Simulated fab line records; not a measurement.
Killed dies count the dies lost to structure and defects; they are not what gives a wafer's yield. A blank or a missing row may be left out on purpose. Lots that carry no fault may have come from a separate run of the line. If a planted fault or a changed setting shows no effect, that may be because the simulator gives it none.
fab line records	flow rit-cmos
record lots=7	wafers=21	last-day=7
route steps=202 shown NLDD@110 PLDD@114 SPACER@126 NSD@131 PSD@142 M1@202
lots untouched by any fault: they come from a run of this same line in which no faults occurred
start-h: the number of hours between the record's first day and the start of the first shown wafer of the lot	wait-h: hours elapsed since this lot's preceding step	" identical to the entry in the row above	L1.1+2: several wafers, shown together as one row	- either no value or no given start	* or withheld: withheld	< > ~ a bound
route shown NAME@n: names a module that has steps shown in the file, with the first one's number in the route	usual: mean/standard deviation of fault-free wafers	same: alike in all rows	chamber/n: place in a boat	sites: per-site readings	_std_site: standard deviation across them	_edge_site: inner sites' mean taken away from outer sites' mean	radius-mm: for every site, how far away it sits from the centre of the wafer	mask NAME#n: copy n	behind: the most recent tool/chamber to have shaped the wafer	hold: reason for holding the lot/hours on hold/outcome of the hold	device: whichever transistor did not switch (one of n, p or np)	end of line: the same wafers' tests at the end of the route	step lacking rows: just its recipe	killed: count of dies lost to structure and defects at first sort (not the wafer's yield)	map: a wafer's dies, marking killed ones x, the rest . and places with no die _
set.NAME: the setting that was run; set.NAME@STEP: the one run at that earlier step	model.NAME: the simulator's own value behind a step, which no gauge read
certain route steps with their lots: each step a table, each wafer a row
services: from which hour (start-h, from the record's first day; less than 0 if before it) a tool's chamber was out of use, for how many hours, and why
## steps
# step RIT_NLDD_HARDBAKE_07
# recipe resist=NOVOLAK	temp-c=140	time-s=60
# step RIT_NLDD_IMPLANT_08
# recipe species=P	energy-kev=20	dose-cm2=5e+14	tilt-deg=7
# step RIT_NLDD_STRIP_09
# recipe chemistry=O2	time-s=180	resist=NOVOLAK	platen-temp-c=withheld	power-w=500	pressure-mtorr=4000	o2-flow-sccm=4000
# usual drypump-motor-current-A=5.8/0.43
# same time-s=180
lot.wafer	tool	chamber	start-h	wait-h	drypump-motor-current-A	rf-hours-counter-h
L880.1	plasma-asher-03	1	54.57	0.1	5.5	28
L880.4	"	0	"	"	6.3	-
L880.6	"	1	"	"	5.5	-
L885.1	plasma-asher-04	1	78.07	0.1	6.1	46
L885.2	"	0	"	"	6.2	46
L885.3	"	1	"	"	6.1	-
L889.3	plasma-asher-02	1	97.77	0.1	5.4	-
L889.4	"	0	"	"	5.2	-
L889.5	"	0	"	"	5.2	-
L890.3	plasma-asher-02	1	100.92	0.1	5.5	-
L890.4	"	0	"	"	5.2	-
L890.6	"	1	"	"	5.5	-
L892.2	plasma-asher-04	0	112.04	0.1	6.3	50
L892.3	"	0	"	"	6.3	-
L892.4	"	1	"	"	6.1	-
L893.1	plasma-asher-04	0	116.11	0.1	6.3	51
L893.4	"	0	"	"	6.3	-
L893.6	"	0	"	"	6.3	-
L898.2	plasma-asher-03	0	141.51	0.1	6.3	38
L898.3	"	1	"	"	5.6	-
L898.6	"	0	"	"	6.3	-
# step RIT_NLDD_TW_MEAS_10
# usual NLDD_TW=2489/10
lot.wafer	tool	chamber	start-h	wait-h	NLDD_TW
L880.1	film-metro-02	-	54.75	0.1	2485
L880.4	"	-	"	"	2492
L880.6	"	-	"	"	2484
L885.1	film-metro-03	-	78.25	0.1	2499
L885.2	"	-	"	"	2496
L885.3	"	-	"	"	2498
L889.3	film-metro-02	-	97.91	0.1	2478
L889.4	"	-	"	"	2471
L889.5	"	-	"	"	2459
L890.3	film-metro-03	-	101.05	0.1	2469
L890.4	"	-	"	"	2483
L890.6	"	-	"	"	2489
L892.2	film-metro-04	-	112.22	0.1	2493
L892.3	"	-	"	"	2496
L892.4	"	-	"	"	2489
L893.1	film-metro-03	-	116.29	0.1	2478
L893.4	"	-	"	"	2498
L893.6	"	-	"	"	2480
L898.2	film-metro-02	-	141.70	0.1	2496
L898.3	"	-	"	"	2495
L898.6	"	-	"	"	2487
# step RIT_PLDD_HMDS_00
# recipe prime-time-s=60	prime-temp-c=140
# step RIT_PLDD_COAT_01
# recipe resist=NOVOLAK	spin-rpm=3250	resist-thk-nm=1000
# step RIT_PLDD_SOFTBAKE_02
# recipe resist=NOVOLAK	temp-c=90	time-s=60
# step RIT_PLDD_EXPOSE_03
# recipe mask-id=M8	na=0.57	target-cd-nm=40900	dose-mj=250
# step RIT_PLDD_PEB_04
# recipe resist=NOVOLAK	temp-c=withheld	time-s=withheld
# step RIT_PLDD_DEVELOP_05
# recipe resist=NOVOLAK	develop-time-s=50	dev-temp-c=23
# step RIT_PLDD_OVL_MEAS_06
# usual PLDD_OVL=0.0/1.3
lot.wafer	tool	chamber	start-h	wait-h	PLDD_OVL[nm]
L880.1	overlay-02	-	55.81	-	0.2
L880.4	"	-	"	"	-0.6
L880.6	"	-	"	"	-1.3
L885.1	overlay-02	-	79.16	-	0.5
L885.2	"	-	"	"	-0.3
L885.3	"	-	"	"	-1.0
L889.3	overlay-02	-	98.93	-	-0.7
L889.4	"	-	"	"	-0.7
L889.5	"	-	"	"	-1.5
L890.3	overlay-02	-	102.15	-	-1.1
L890.4	"	-	"	"	-1.0
L890.6	"	-	"	"	-0.8
L892.2	overlay-02	-	113.13	-	0.3
L892.3	"	-	"	"	-0.8
L892.4	"	-	"	"	-0.3
L893.1	overlay-01	-	117.20	-	1.2
L893.4	"	-	"	"	0.7
L893.6	"	-	"	"	1.3
L898.2	overlay-02	-	142.73	-	-1.1
L898.3	"	-	"	"	-0.3
L898.6	"	-	"	"	0.2
# step RIT_PLDD_HARDBAKE_07
# recipe resist=NOVOLAK	temp-c=140	time-s=60
# step RIT_PLDD_IMPLANT_08
# recipe species=BF2	energy-kev=20	dose-cm2=9e+14	tilt-deg=7
# usual dose-ions-cm2=8.998e+14/9.2e+11	end-station-pressure-torr=7.3e-06/4.2e-07	faraday-current-uA=2821/53
lot.wafer	tool	chamber	start-h	wait-h	dose-ions-cm2	end-station-pressure-torr	faraday-current-uA
L880.1	implanter-03	0	56.00	0.1	8.998e+14	6.4e-06	2806
L880.4	"	0	"	"	9.01e+14	6.4e-06	2892
L880.6	"	0	"	"	9.004e+14	7.7e-06	2810
L885.1	implanter-04	0	79.35	0.1	9.003e+14	7.5e-06	2855
L885.2	"	0	"	"	9.002e+14	6.6e-06	2807
L885.3	"	0	"	"	9.01e+14	7.2e-06	2838
L889.3	implanter-04	0	99.16	0.1	1.714e+15	9.1e-06	5296
L889.4	"	0	"	"	1.7125e+15	9.6e-06	5398
L889.5	"	0	"	"	1.7136e+15	9e-06	5367
L890.3	implanter-04	0	102.38	0.1	1.7141e+15	9.9e-06	5372
L890.4	"	0	"	"	1.7151e+15	8.2e-06	5277
L890.6	"	0	"	"	1.7125e+15	9.1e-06	5393
L892.2	implanter-04	0	113.33	0.1	1.7147e+15	9.2e-06	5397
L892.3	"	0	"	"	1.7159e+15	9.6e-06	5416
L892.4	"	0	"	"	1.715e+15	8.7e-06	5276
L893.1	implanter-03	0	117.38	0.1	8.989e+14	7.3e-06	2797
L893.4	"	0	"	"	8.999e+14	7.4e-06	2872
L893.6	"	0	"	"	8.99e+14	7.6e-06	2869
L898.2	implanter-01	0	142.93	0.1	8.988e+14	7.8e-06	2812
L898.3	"	0	"	"	8.994e+14	7.2e-06	2823
L898.6	"	0	"	"	8.994e+14	7.1e-06	2838
# step RIT_PLDD_STRIP_09
# recipe chemistry=O2	time-s=180	resist=NOVOLAK	platen-temp-c=withheld	power-w=500	pressure-mtorr=4000	o2-flow-sccm=4000
# usual drypump-motor-current-A=6.0/0.35
# same time-s=180
lot.wafer	tool	chamber	start-h	wait-h	drypump-motor-current-A	rf-hours-counter-h
L880.1	plasma-asher-04	0	56.15	0.1	6.2	43
L880.4	"	1	"	"	6.1	-
L880.6	"	0	"	"	6.3	-
L885.1	plasma-asher-03	0	79.50	0.1	6.3	31
L885.2	"	1	"	"	5.5	31
L885.3	"	1	"	"	5.5	-
L889.3	plasma-asher-01	0	99.32	0.1	6.1	-
L889.4	"	1	"	"	5.4	-
L889.5	"	0	"	"	6.1	-
L890.3	plasma-asher-01	0	102.54	0.1	6.1	-
L890.4	"	1	"	"	5.4	-
L890.6	"	1	"	"	5.4	-
L892.2	plasma-asher-04	0	113.46	0.1	6.3	50
L892.3	"	0	"	"	6.2	-
L892.4	"	1	"	"	6.1	-
L893.1	plasma-asher-03	1	117.53	0.1	5.5	35
L893.4	"	1	"	"	5.5	-
L893.6	"	0	"	"	6.3	-
L898.2	plasma-asher-01	0	143.06	0.1	6.1	44
L898.3	"	1	"	"	5.4	-
L898.6	"	1	"	"	5.4	-
# step RIT_PLDD_TW_MEAS_10
# usual PLDD_TW=2349/9.6
lot.wafer	tool	chamber	start-h	wait-h	hold	PLDD_TW
L880.1	film-metro-04	-	56.32	0.1	-	2350
L880.4	"	-	"	"	-	2361
L880.6	"	-	"	"	-	2340
L885.1	film-metro-04	-	79.67	0.1	-	2352
L885.2	"	-	"	"	-	2348
L885.3	"	-	"	"	-	2340
L889.3	film-metro-02	-	99.45	0.1	await-dispo/0.2h/release	2707
L889.4	"	-	"	"	await-dispo/0.2h/release	2710
L889.5	"	-	"	"	await-dispo/0.2h/release	2705
L889.3	film-metro-02	-	99.69	0.2	-	2716
L889.4	"	-	"	"	-	2701
L889.5	"	-	"	"	-	2698
L890.3	film-metro-04	-	102.67	0.1	await-dispo/0.2h/release	2721
L890.4	"	-	"	"	await-dispo/0.2h/release	2737
L890.6	"	-	"	"	await-dispo/0.2h/release	2744
L890.3	film-metro-04	-	102.90	0.2	-	2722
L890.4	"	-	"	"	-	2733
L890.6	"	-	"	"	-	2731
L892.2	film-metro-03	-	113.64	0.1	await-dispo/0.2h/release	2717
L892.3	"	-	"	"	await-dispo/0.2h/release	2705
L892.4	"	-	"	"	await-dispo/0.2h/release	2715
L892.2	film-metro-03	-	113.87	0.2	-	2705
L892.3	"	-	"	"	-	2710
L892.4	"	-	"	"	-	2719
L893.1	film-metro-03	-	117.71	0.1	-	2352
L893.4	"	-	"	"	-	2339
L893.6	"	-	"	"	-	2347
L898.2	film-metro-02	-	143.24	0.1	-	2347
L898.3	"	-	"	"	-	2349
L898.6	"	-	"	"	-	2343
# step RIT_SPACER_CLEAN_01
# recipe chemistry=dHF	dilution=50:1	time-s=30
# step RIT_SPACER_CLEAN_02
# recipe chemistry=SC2	mix=3:3:50	time-s=600	temp-c=75	dry=n2-spin
# step RIT_SPACER_CVD_03
# recipe material=Si3N4	target-thk-nm=250	temp-c=810	precursor=SiH2Cl2/NH3	time-s=3300	pressure-mtorr=300	sih2cl2-flow-sccm=60	nh3-flow-sccm=150
# step RIT_SPACER_THK_MEAS_04
# recipe reads=Si3N4_of_SPACER_CVD_03
# usual SPACER_NITRIDE_THK=249.1/2.9
lot.wafer	tool	chamber	start-h	wait-h	SPACER_NITRIDE_THK[nm]
L880.1	film-metro-04	-	58.70	0.0	246.3
L880.4	"	-	"	"	243.7
L880.6	"	-	"	"	245.9
L885.1	film-metro-02	-	82.01	0.0	250.5
L885.2	"	-	"	"	248.5
L885.3	"	-	"	"	250.1
L889.3	film-metro-04	-	103.72	0.0	248.7
L889.4	"	-	"	"	247.9
L889.5	"	-	"	"	247.9
L890.3	film-metro-01	-	111.94	0.0	249.4
L890.4	"	-	"	"	250.7
L890.6	"	-	"	"	249.2
L892.2	film-metro-02	-	117.92	0.0	250.2
L892.3	"	-	"	"	249.3
L892.4	"	-	"	"	250.1
L893.1	film-metro-01	-	120.07	0.0	255.7
L893.4	"	-	"	"	254.5
L893.6	"	-	"	"	253.5
L898.2	film-metro-01	-	145.60	0.0	253.0
L898.3	"	-	"	"	251.7
L898.6	"	-	"	"	251.9
# step RIT_SPACER_ETCHBACK_05
# recipe target-depth-a=2500	SF6_flow_sccm=30	CHF3_flow_sccm=30	target=Si3N4	chemistry=SF6/CHF3	pressure-mtorr=40	rf-w=250	time-s=240	stop-on=SiO2
# usual drypump-motor-current-A=5.82/0.29	oes-product-au=0.846/0.017	throttle-valve-pct=10.18/0.12
# same time-s=240
lot.wafer	tool	chamber	start-h	wait-h	drypump-motor-current-A	oes-product-au	rf-hours-counter-h	throttle-valve-pct
L880.1	rie-diel-02	1	58.76	0.1	5.84	0.842	53	9.98
L880.4	"	0	"	"	6.40	0.824	138	10.18
L880.6	"	2	"	"	5.47	0.809	-	10.16
L885.1	rie-diel-04	3	82.07	0.1	5.82	0.870	59	10.20
L885.2	"	1	"	"	6.18	0.833	116	10.31
L885.3	"	0	"	"	5.86	0.857	122	10.29
L889.3	rie-diel-01	0	103.76	0.0	5.73	0.850	114	9.95
L889.4	"	3	"	"	6.37	0.823	66	10.10
L889.5	"	2	"	"	5.40	0.839	-	10.14
L890.3	rie-diel-04	0	111.98	0.0	5.86	0.842	122	10.29
L890.4	"	3	"	"	5.77	0.873	60	10.20
L890.6	"	3	"	"	5.80	0.864	-	10.20
L892.2	rie-diel-01	3	117.97	0.0	6.37	0.830	66	10.10
L892.3	"	1	"	"	5.67	0.834	144	10.15
L892.4	"	2	"	"	5.40	0.849	6	10.13
L893.1	rie-diel-02	3	120.13	0.1	5.46	0.861	98	10.42
L893.4	"	2	"	"	5.43	0.828	148	10.18
L893.6	"	2	"	"	5.42	0.831	-	10.18
L898.2	rie-diel-01	1	145.65	0.0	5.68	0.847	145	10.16
L898.3	"	3	"	"	6.39	0.842	66	10.10
L898.6	"	3	"	"	6.39	0.845	-	10.10
# step RIT_NSD_HMDS_00
# recipe prime-time-s=60	prime-temp-c=140
# step RIT_NSD_COAT_01
# recipe resist=NOVOLAK	spin-rpm=3250	resist-thk-nm=1000
# step RIT_NSD_SOFTBAKE_02
# recipe resist=NOVOLAK	temp-c=90	time-s=60
# step RIT_NSD_EXPOSE_03
# recipe mask-id=M9	na=0.57	target-cd-nm=40700	dose-mj=250
# step RIT_NSD_PEB_04
# recipe resist=NOVOLAK	temp-c=withheld	time-s=withheld
# step RIT_NSD_DEVELOP_05
# recipe resist=NOVOLAK	develop-time-s=50	dev-temp-c=23
# step RIT_NSD_OVL_MEAS_06
# usual NSD_OVL=0.8/1.4
lot.wafer	tool	chamber	start-h	wait-h	NSD_OVL[nm]
L880.1	overlay-02	-	59.89	-	-0.4
L880.4	"	-	"	"	-1.2
L880.6	"	-	"	"	-2.7
L885.1	overlay-01	-	83.20	-	2.2
L885.2	"	-	"	"	3.6
L885.3	"	-	"	"	3.0
L889.3	overlay-02	-	104.89	-	2.2
L889.4	"	-	"	"	2.1
L889.5	"	-	"	"	1.8
L890.3	overlay-02	-	113.29	-	0.0
L890.4	"	-	"	"	1.4
L890.6	"	-	"	"	0.3
L892.2	overlay-02	-	118.99	-	1.9
L892.3	"	-	"	"	1.5
L892.4	"	-	"	"	1.6
L893.1	overlay-02	-	121.46	-	-1.2
L893.4	"	-	"	"	-0.2
L893.6	"	-	"	"	0.2
L898.2	overlay-02	-	146.70	-	0.8
L898.3	"	-	"	"	1.1
L898.6	"	-	"	"	0.8
# step RIT_NSD_HARDBAKE_07
# recipe resist=NOVOLAK	temp-c=140	time-s=60
# step RIT_NSD_IMPLANT_08
# recipe species=P	energy-kev=25	dose-cm2=1e+15	tilt-deg=7
# step RIT_NSD_STRIP_09
# recipe chemistry=O2	time-s=180	resist=NOVOLAK	platen-temp-c=withheld	power-w=500	pressure-mtorr=4000	o2-flow-sccm=4000
# usual drypump-motor-current-A=5.7/0.39
# same time-s=180
lot.wafer	tool	chamber	start-h	wait-h	drypump-motor-current-A	rf-hours-counter-h
L880.1	plasma-asher-02	0	60.22	0.1	5.2	43
L880.4	"	0	"	"	5.2	-
L880.6	"	1	"	"	5.5	-
L885.1	plasma-asher-03	1	83.53	0.1	5.5	32
L885.2	"	0	"	"	6.2	32
L885.3	"	0	"	"	6.2	-
L889.3	plasma-asher-03	0	105.28	0.1	6.2	-
L889.4	"	1	"	"	5.5	-
L889.5	"	0	"	"	6.3	-
L890.3	plasma-asher-03	0	113.78	0.1	6.3	-
L890.4	"	1	"	"	5.5	-
L890.6	"	0	"	"	6.3	-
L892.2	plasma-asher-01	0	119.34	0.1	6.1	43
L892.3	"	0	"	"	6.1	-
L892.4	"	1	"	"	5.4	-
L893.1	plasma-asher-02	0	121.85	0.1	5.2	0
L893.4	"	0	"	"	5.2	-
L893.6	"	0	"	"	5.2	-
L898.2	plasma-asher-02	1	147.03	0.1	5.5	3
L898.3	"	1	"	"	5.5	-
L898.6	"	1	"	"	5.5	-
# step RIT_NSD_TW_MEAS_10
# usual NSD_TW=3123/13
lot.wafer	tool	chamber	start-h	wait-h	NSD_TW
L880.1	film-metro-04	-	60.40	0.1	3138
L880.4	"	-	"	"	3119
L880.6	"	-	"	"	3133
L885.1	film-metro-04	-	83.71	0.1	3128
L885.2	"	-	"	"	3124
L885.3	"	-	"	"	3123
L889.3	film-metro-04	-	105.41	0.1	3145
L889.4	"	-	"	"	3140
L889.5	"	-	"	"	3128
L890.3	film-metro-04	-	113.92	0.1	3118
L890.4	"	-	"	"	3140
L890.6	"	-	"	"	3132
L892.2	film-metro-04	-	119.52	0.1	3123
L892.3	"	-	"	"	3122
L892.4	"	-	"	"	3126
L893.1	film-metro-03	-	122.02	0.1	3128
L893.4	"	-	"	"	3151
L893.6	"	-	"	"	3149
L898.2	film-metro-03	-	147.21	0.1	3126
L898.3	"	-	"	"	3120
L898.6	"	-	"	"	3114
# step RIT_PSD_HMDS_00
# recipe prime-time-s=60	prime-temp-c=140
# step RIT_PSD_COAT_01
# recipe resist=NOVOLAK	spin-rpm=3250	resist-thk-nm=1000
# step RIT_PSD_SOFTBAKE_02
# recipe resist=NOVOLAK	temp-c=90	time-s=60
# step RIT_PSD_EXPOSE_03
# recipe mask-id=M10	na=0.57	target-cd-nm=40900	dose-mj=250
# step RIT_PSD_PEB_04
# recipe resist=NOVOLAK	temp-c=withheld	time-s=withheld
# step RIT_PSD_DEVELOP_05
# recipe resist=NOVOLAK	develop-time-s=50	dev-temp-c=23
# step RIT_PSD_OVL_MEAS_06
# usual PSD_OVL=0.6/1.3
lot.wafer	tool	chamber	start-h	wait-h	PSD_OVL[nm]
L880.1	overlay-02	-	61.43	-	2.2
L880.4	"	-	"	"	0.4
L880.6	"	-	"	"	-0.1
L885.1	overlay-01	-	84.62	-	2.1
L885.2	"	-	"	"	1.2
L885.3	"	-	"	"	2.4
L889.3	overlay-02	-	106.58	-	-0.6
L889.4	"	-	"	"	1.3
L889.5	"	-	"	"	2.3
L890.3	overlay-02	-	115.25	-	1.6
L890.4	"	-	"	"	2.1
L890.6	"	-	"	"	1.1
L892.2	overlay-02	-	120.76	-	1.3
L892.3	"	-	"	"	1.3
L892.4	"	-	"	"	2.5
L893.1	overlay-01	-	122.93	-	-0.7
L893.4	"	-	"	"	0.6
L893.6	"	-	"	"	-0.5
L898.2	overlay-01	-	148.24	-	2.7
L898.3	"	-	"	"	1.4
L898.6	"	-	"	"	2.0
# step RIT_PSD_HARDBAKE_07
# recipe resist=NOVOLAK	temp-c=140	time-s=60
# step RIT_PSD_IMPLANT_08
# recipe species=BF2	energy-kev=27	dose-cm2=5e+15	tilt-deg=7
# step RIT_PSD_STRIP_09
# recipe chemistry=O2	time-s=180	resist=NOVOLAK	platen-temp-c=withheld	power-w=500	pressure-mtorr=4000	o2-flow-sccm=4000
# usual drypump-motor-current-A=5.8/0.41
# same time-s=180
lot.wafer	tool	chamber	start-h	wait-h	drypump-motor-current-A	rf-hours-counter-h
L880.1	plasma-asher-02	0	61.77	0.1	5.2	43
L880.4	"	1	"	"	5.5	-
L880.6	"	0	"	"	5.2	-
L885.1	plasma-asher-02	1	84.96	0.1	5.5	44
L885.2	"	0	"	"	5.2	44
L885.3	"	1	"	"	5.5	-
L889.3	plasma-asher-02	0	107.02	0.1	5.2	-
L889.4	"	1	"	"	5.5	-
L889.5	"	0	"	"	5.2	-
L890.3	plasma-asher-04	0	115.72	0.1	6.3	-
L890.4	"	1	"	"	6.1	-
L890.6	"	0	"	"	6.3	-
L893.1	plasma-asher-02	0	123.27	0.1	5.2	1
L893.4	"	0	"	"	5.2	-
L893.6	"	0	"	"	5.2	-
L892.2	plasma-asher-01	0	127.30	6.3	6.1	43
L892.3	"	0	"	"	6.1	-
L892.4	"	1	"	"	5.4	-
L898.2	plasma-asher-01	0	148.57	0.1	6.1	45
L898.3	"	0	"	"	6.1	-
L898.6	"	1	"	"	5.4	-
# step RIT_SDANNEAL_RS_MEAS_06
# recipe thk-meas-gauge=four-point-probe
# usual PLDD_RS=178.9/0.47
lot.wafer	tool	chamber	start-h	wait-h	hold	PLDD_RS[ohm/sq]
L880.1	film-metro-02	-	62.72	0.1	-	179.3
L880.4	"	-	"	"	-	178.8
L880.6	"	-	"	"	-	179.5
L885.1	film-metro-04	-	85.86	0.1	-	180.4
L885.2	"	-	"	"	-	179.7
L885.3	"	-	"	"	-	179.8
L889.3	film-metro-04	-	107.90	0.1	await-dispo/0.2h/release	152.9
L889.4	"	-	"	"	await-dispo/0.2h/release	152.7
L889.5	"	-	"	"	await-dispo/0.2h/release	152.3
L889.3	film-metro-04	-	108.18	0.3	-	152.7
L889.4	"	-	"	"	-	152.9
L889.5	"	-	"	"	-	152.4
L890.3	film-metro-04	-	116.60	0.1	await-dispo/0.2h/release	153.5
L890.4	"	-	"	"	await-dispo/0.2h/release	153.7
L890.6	"	-	"	"	await-dispo/0.2h/release	153.4
L890.3	film-metro-04	-	116.89	0.3	-	153.4
L890.4	"	-	"	"	-	153.5
L890.6	"	-	"	"	-	153.3
L893.1	film-metro-02	-	124.17	0.1	-	178.0
L893.4	"	-	"	"	-	178.5
L893.6	"	-	"	"	-	178.7
L892.2	film-metro-04	-	128.22	0.1	await-dispo/0.2h/release	152.8
L892.3	"	-	"	"	await-dispo/0.2h/release	153.3
L892.4	"	-	"	"	await-dispo/0.2h/release	153.3
L892.2	film-metro-04	-	128.50	0.3	-	152.8
L892.3	"	-	"	"	-	153.3
L892.4	"	-	"	"	-	153.2
L898.2	film-metro-03	-	149.49	0.1	-	178.8
L898.3	"	-	"	"	-	178.1
L898.6	"	-	"	"	-	178.6
# step RIT_M1_PROBE_99
# usual defect-limited-yield=97.4/1.2	killed-at-contacts=0.1/0.23	killed-at-front-end=7/3.1	killed-dies=7/3.1	killed-open=3.4/2.1	killed-short=3.5/2	sort_bin_3_pad_short=0.1/0.24	sort_bin_5_function=1.5/0.82	sort_bin_6_memory=1.0/0.69	sort-n-pass=257/3.1	sort-yield-pct=97.4/1.2
# same gross-dies=264	killed_at_M0_to_M3=0	killed_at_M4_up=0	killed-at-back-side=0	killed-at-other=0
lot.wafer	tool	chamber	start-h	wait-h	defect-limited-yield[%]	killed-at-contacts	killed-at-front-end	killed-dies	killed-open	killed-short	sort_bin_3_pad_short[%]	sort_bin_5_function[%]	sort_bin_6_memory[%]	sort-n-pass	sort-yield-pct[%]
L880.1	prober-02	-	70.05	0.1	98.1	1	4	5	2	3	0.4	0.8	0.8	259	98.1
L880.4	prober-02	-	70.20	0.2	99.6	0	1	1	0	1	0	0.4	0	263	99.6
L880.6	prober-02	-	70.30	0.2	98.5	0	4	4	1	3	0	1.1	0.4	260	98.5
L885.1	prober-01	-	93.33	0.1	98.9	0	3	3	2	1	0.4	0.8	0	261	98.9
L885.2	prober-01	-	93.38	0.1	98.9	0	3	3	1	2	0.4	0.4	0.4	261	98.9
L885.3	prober-01	-	93.43	0.2	96.6	0	9	9	3	6	0	3.0	0.4	255	96.6
L893.1	prober-02	-	131.46	0.1	97.0	0	8	8	2	6	0	1.1	1.9	256	97.0
L893.4	prober-02	-	131.61	0.2	98.9	0	3	3	2	1	0	0.4	0.8	261	98.9
L893.6	prober-02	-	131.71	0.2	96.2	0	10	10	6	4	0.4	3.0	0.4	254	96.2
L898.2	prober-01	-	156.51	0.1	97.0	0	8	8	4	4	0	2.3	0.8	256	97.0
L898.3	prober-01	-	156.56	0.2	97.7	0	6	6	4	2	0	1.9	0.4	258	97.7
L898.6	prober-01	-	156.71	0.2	98.9	0	3	3	2	1	0	0.4	0.8	261	98.9
# killed by level:class
L880.1 FOX1:geometric-particle:open=1 GATE:geometric-particle:open=1 GATE:geometric-particle:short=1 SPACER:geometric-particle:short=1 CONTACT:geometric-particle:short=1
L880.4 FOX1:geometric-particle:short=1
L880.6 GATE:geometric-particle:short=1 REOX:geometric-particle:open=1 SPACER:geometric-particle:short=1 SILICIDE:geometric-particle:short=1
L885.1 GATE:geometric-particle:open=2 SPACER:geometric-particle:short=1
L885.2 FOX1:geometric-particle:short=1 GATE:geometric-particle:short=1 GATE:geometric-particle:open=1
L885.3 GATE:geometric-particle:short=3 GATE:geometric-particle:open=2 REOX:geometric-particle:short=2 FOX1:geometric-particle:short=1 REOX:geometric-particle:open=1
L893.1 FOX1:geometric-particle:short=2 FOX2:geometric-particle:short=1 GATE:geometric-particle:open=1 GATE:geometric-particle:short=1 REOX:geometric-particle:open=1 SPACER:geometric-particle:short=1 SILICIDE:geometric-particle:short=1
L893.4 FOX2:geometric-particle:short=1 GATE:geometric-particle:open=1 REOX:geometric-particle:open=1
L893.6 GATE:geometric-particle:open=3 REOX:geometric-particle:short=2 FOX2:geometric-particle:short=1 FOX2:geometric-particle:open=1 GATE:geometric-particle:short=1 REOX:geometric-particle:open=1 SPACER:geometric-particle:open=1
L898.2 GATE:geometric-particle:open=4 GATE:geometric-particle:short=3 REOX:geometric-particle:short=1
L898.3 GATE:geometric-particle:open=3 FOX1:geometric-particle:short=1 FOX2:geometric-particle:open=1 GATE:geometric-particle:short=1
L898.6 GATE:geometric-particle:open=2 GATE:geometric-particle:short=1
## services
tool	chamber	start-h	hours	kind
rie-diel-01	0	35.39	15.6	repair
implanter-03	-	44.16	9.5	repair
plasma-asher-01	-	46.76	12.8	repair
rie-diel-02	2	48.25	9.4	repair
rie-diel-02	-	62.39	2.6	repair
implanter-04	-	65.94	1.4	repair
plasma-asher-02	-	69.46	7.5	repair
rie-diel-01	-	73.55	2.8	pm
implanter-01	-	77.38	49.9	pm
rie-diel-04	2	81.07	4.4	repair
implanter-04	-	86.29	2.8	repair
plasma-asher-03	-	93.85	2.8	pm
rie-diel-04	-	103.65	0.6	repair
plasma-asher-02	-	108.75	9.0	pm
plasma-asher-02	0	108.75	9.0	vent-cycle
plasma-asher-02	1	108.75	9.0	vent-cycle
plasma-asher-02	0	117.75	-	clean
plasma-asher-02	1	117.75	-	clean
implanter-03	-	126.30	4.0	pm
rie-diel-01	2	137.30	2.8	repair
plasma-asher-04	-	143.73	0.8	repair
rie-diel-02	0	144.55	7.6	repair
## key
first-sign step=RIT_PLDD_IMPLANT_08	reading=dose-ions-cm2	direction=up	sigmas=99+	usual=8.998e+14	struck=1.7142e+15
effect step=RIT_PLDD_IMPLANT_08	reading=faraday-current-uA	direction=up	sigmas=48	usual=2821	struck=5355
effect step=RIT_PLDD_TW_MEAS_10	reading=visit	direction=added
effect step=RIT_PLDD_TW_MEAS_10	reading=PLDD_TW	direction=up	sigmas=38	usual=2349	struck=2718
effect step=RIT_SDANNEAL_RS_MEAS_06	reading=PLDD_RS	direction=down	sigmas=55	usual=178.9	struck=153.1
met-at RIT_PLDD_IMPLANT_08
struck-wafers L889.3,L889.4,L889.5,L890.3,L890.4,L890.6,L892.2,L892.3,L892.4
scrapped-behind RIT_SDANNEAL_RS_MEAS_06 L889.3,L889.4,L889.5,L890.3,L890.4,L890.6,L892.2,L892.3,L892.4
onset-between 79.35 99.16
fault kind=process-parameter-drift	tool=implanter-04	chamber=-	onset-h=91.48	steps=RIT_PLDD_IMPLANT_08	channel=dose-cm2	offset=8.1472e+14	shape=step	end-h=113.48	acts-in=these-recipes-only	stated=9e+14
